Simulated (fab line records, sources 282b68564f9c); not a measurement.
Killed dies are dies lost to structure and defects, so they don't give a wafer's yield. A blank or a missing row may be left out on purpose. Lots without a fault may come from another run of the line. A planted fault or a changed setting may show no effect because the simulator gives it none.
A struck lot beside a sound one | flow rit_cmos | 36 steps out of a route of 202
Sound: wafers L671.2, L671.3, L671.6. Struck: wafers L681.3, L681.4, L681.6. The cause comes at the end.
At each step with rows: each side's tool, then ch and its chambers, then its first start. Under that, the readings that differ: sound wafers | struck wafers | difference of the means | sigmas: that difference in standard deviations of wafers without a fault.
alike: readings whose means differ by less than 2 such deviations, and words and numbers that are the same on both sides. not compared: withheld readings, readings that some wafer has no value for, bounds like >300 that may hide the same value, and numbers for which the record gives no deviation and whose values overlap.
The two part at a step that has a row with sigmas, a row that says differs or no value, or rows on one side only. Numbers that don't overlap but have no deviation are shown without sigmas and don't part them. A reading that every wafer of one side lacks parts them only if that side has two wafers or more.

first, 9 steps without rows for these wafers: RIT_ACTIVE_DEVELOP_10 (develop time 50 s); RIT_ACTIVE_HARDBAKE_12 (time 60 s); RIT_ACTIVE_ETCH_13 (etches Si3N4 in SF6, stops on SiO2, time 210 s, target depth 210 nm); RIT_ACTIVE_STRIP_14 (strips in O2, time 180 s); RIT_ACTIVE_CLEAN_15 (cleans in SC1, time 600 s); RIT_ACTIVE_CLEAN_16 (cleans in dHF, time 30 s); RIT_ACTIVE_CLEAN_17 (cleans in SC2, time 600 s); RIT_FOX1_OXIDATION_00 (target thk 350.7 nm, ox time 1130 s); RIT_FOX1_WET_ETCH_02 (etches SiO2 in BOE, target depth 350 nm, time 390 s).
RIT_FOX2_OXIDATION_00: target thk 350.7 nm, ox time 1130 s.
  sound on furnace-01 ch 0, day 3 05:07; struck on furnace-01 ch 0, day 5 06:56
  reading                                     | sound                | struck               | difference | sigmas
  spike_tc_centre_C (C)                       | 1102.4 1103.0 1102.5 | 1126.8 1128.1 1126.5 | +24.5      | +20
  spike_tc_load_C (C)                         | 1132.0 1130.0 1130.5 | 1157.0 1157.3 1156.9 | +26.2      | +22
  spike_tc_source_C (C)                       | 1121 1122 1122       | 1149 1147 1150       | +27        | +8
  tube_center_temp_C (C)                      | 1100.1 1100 1100.1   | 1125 1125 1125.1     | +25        | +99 or more
  tube_center_temp_C_max                      | 1103.3 1103.2 1102.8 | 1127.4 1128.0 1127.3 | +24.5      | +58
  model.SiO2_of_FOX2_OXIDATION_00.thk_nm (nm) | 341.7 333 342.4      | 394.6 387.7 387      | +50.7      |
  alike: zone_power_centre_pct
RIT_FOX2_THK_MEAS_01:
  sound on film_metro-03, day 3 06:26; struck on film_metro-03, day 5 08:16
  reading             | sound       | struck      | difference | sigmas
  FOX2_OXIDE_THK (nm) | 342 333 342 | 395 388 387 | +51        | +7
then, 2 steps without rows for these wafers: RIT_FOX2_CLEAN_02 (cleans in dHF, time 180 s); RIT_FOX2_WET_ETCH_03 (etches Si3N4 in H3PO4, target depth 195 nm, time 2700 s).
RIT_FOX2_THK_MEAS_90:
  sound on film_metro-03, day 3 07:23; struck on film_metro-03, day 5 09:54
  reading                     | sound       | struck      | difference | sigmas
  FIELD_OXIDE_LEFT_1_THK (nm) | 314 306 315 | 367 360 360 | +51        | +6
then, 19 steps without rows for these wafers: RIT_NWELL_HMDS_00 (prime time 60 s); RIT_NWELL_COAT_01 (resist thk 1300 nm); RIT_NWELL_SOFTBAKE_02 (time 60 s); RIT_NWELL_EXPOSE_03 (exposes mask M2, target cd 43900 nm); RIT_NWELL_PEB_04; RIT_NWELL_DEVELOP_05 (develop time 68 s); RIT_NWELL_HARDBAKE_07 (time 120 s); RIT_NWELL_IMPLANT_08; RIT_NWELL_STRIP_09 (strips in O2, time 180 s); RIT_PWELL_HMDS_00 (prime time 60 s); RIT_PWELL_COAT_01 (resist thk 1300 nm); RIT_PWELL_SOFTBAKE_02 (time 60 s); RIT_PWELL_EXPOSE_03 (exposes mask M3, target cd 43700 nm); RIT_PWELL_PEB_04; RIT_PWELL_DEVELOP_05 (develop time 68 s); RIT_PWELL_HARDBAKE_07 (time 120 s); RIT_PWELL_IMPLANT_08; RIT_PWELL_STRIP_09 (strips in O2, time 180 s); RIT_WELLDRIVE_ANNEAL_00 (time 14700 s).
RIT_FOX2_THK_MEAS_91:
  sound on film_metro-02, day 3 19:52; struck on film_metro-03, day 5 22:44
  reading                     | sound       | struck      | difference | sigmas
  FIELD_OXIDE_LEFT_2_THK (nm) | 245 237 246 | 300 293 292 | +52        | +7
RIT_SILICIDE_WET_ETCH_00: etches SiO2 in BOE, target depth 14 nm, time 15 s.
  sound on wet_bench-01 ch 1, day 4 13:36; struck on wet_bench-03 ch 1, day 6 17:00
  reading                                     | sound             | struck            | difference | sigmas
  model.SiO2_of_FOX2_OXIDATION_00.thk_nm (nm) | 139.5 130.9 139.6 | 194.6 187.1 186.9 | +52.9      |
RIT_M1_PROBE_99:
  sound on prober-02, day 4 20:37; struck on prober-02, day 7 00:11
  reading                             | sound                | struck               | difference | sigmas
  model.etest.nldd.width_nm (nm)      | 3209 3218 3208       | 3107 3116 3138       | -91        |
  model.etest.pldd.width_nm (nm)      | 3216 3211 3220       | 3103 3114 3128       | -101       |
  model.etest.nplus_sal.width_nm (nm) | 3472 3463 3488       | 3398 3414 3400       | -70        |
  model.etest.pplus_sal.width_nm (nm) | 3492 3479 3471       | 3421 3423 3433       | -55        |
  model.etest.pwell.rs_ohm_sq         | 415.2 412.9 411.8    | 428.1 422.1 422.3    | +10.9      |
  model.etest.field_n.vt_v (V)        | 33.45 32.27 33.6     | 40.36 39.49 39.47    | +6.67      |
  model.etest.field_p.vt_v (V)        | -12.68 -12.74 -12.72 | -13.44 -13.19 -13.19 | -0.56      |
  model.etest.field_p_metal.vt_v (V)  | -29.71 -30.46 -29.86 | -28.25 -28.24 -28.59 | +1.65      |
  alike: killed_at_contacts, killed_at_front_end, killed_dies, killed_on_rim, killed_open, killed_short

WHERE THEY PART
First at RIT_FOX2_OXIDATION_00; last, within this record, at RIT_FOX2_THK_MEAS_91. Later steps at which nothing parts them and some readings are alike: RIT_M1_PROBE_99.

WHY: what the simulator had put in
Process parameter drift: furnace-01, from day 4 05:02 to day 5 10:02, at RIT_FOX2_OXIDATION_00. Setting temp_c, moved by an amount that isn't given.
